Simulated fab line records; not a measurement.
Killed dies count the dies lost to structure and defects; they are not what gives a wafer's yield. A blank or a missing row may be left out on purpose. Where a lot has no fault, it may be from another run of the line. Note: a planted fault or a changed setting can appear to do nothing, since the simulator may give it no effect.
Which tool is to blame? -- flow rit-cmos -- Sampling: 6 lots, 18 wafers, 2 of 202 route steps

## WHAT EACH GAUGE READ, for each wafer
RIT_NRETRO_TW_MEAS_10.
lot,measured,on,NRETRO_TW
L467,day 2 18:28,film-metro-04,1041 1037 1041
L471,day 3 14:18,film-metro-04,30 31 31 31 31 31
L481,day 6 04:05,film-metro-02,1046 1048 1055
L483,day 6 14:59,film-metro-02,1052 1053 1054
L484,day 6 18:50,film-metro-04,1037 1040 1040
L488,day 7 04:40,film-metro-01,1041 1038 1043

## WHICH TOOL RAN EACH LOT (tool, then ch and the chambers of the sampled wafers, then the start)
lot,RIT_NWELL_STRIP_09
L467,"plasma-asher-02 ch 0,1, day 2 09:10"
L471,"plasma-asher-01 ch 0,1, day 3 04:55"
L481,"plasma-asher-02 ch 0,1, day 5 13:01"
L483,"plasma-asher-02 ch 0,1, day 6 06:07"
L484,"plasma-asher-03 ch 0,1, day 6 08:08"
L488,"plasma-asher-02 ch 0,1, day 6 18:50"
- RIT_NWELL_STRIP_09: strips in O2, time 180 s.

## THE ANSWER, worked out from the rows above alone
Rule: usual is defined by the lots themselves. Put in order of their means at a reading, lots are off if they are a third of the lots or fewer, leave a main group of 4 or more, and stand apart from it by a gap of 3 or more times the standard deviation of the main group's means; of several such gaps the widest counts. A main group is skipped when, at the precision printed for the reading in the tables above, its means are all equal. A lot without any number at a reading at which 4 lots or more have one is off too. Where the step has rows for the other lots, those lots are counted as sound.
Off: L471, at RIT_NRETRO_TW_MEAS_10 (NRETRO_TW). The main group has a mean of 1044 with a standard deviation of 5.8.
If a tool, at a process step before that reading, ran all the lots that are off and no sound lot after the first of them, it fits. The gauges at RIT_NRETRO_TW_MEAS_10 are tried like those tools. One fits: plasma-asher-01 at RIT_NWELL_STRIP_09. It ran no sound lot before its first lot that is off in this sample, so the start can't be narrowed down.

## WHAT THE SIMULATOR PUT IN
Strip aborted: plasma-asher-01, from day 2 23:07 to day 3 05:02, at RIT_NWELL_STRIP_09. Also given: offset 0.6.
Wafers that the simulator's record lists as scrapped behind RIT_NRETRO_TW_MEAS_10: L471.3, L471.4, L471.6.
Lots struck among those shown: L471. The rule above reached the same finding.
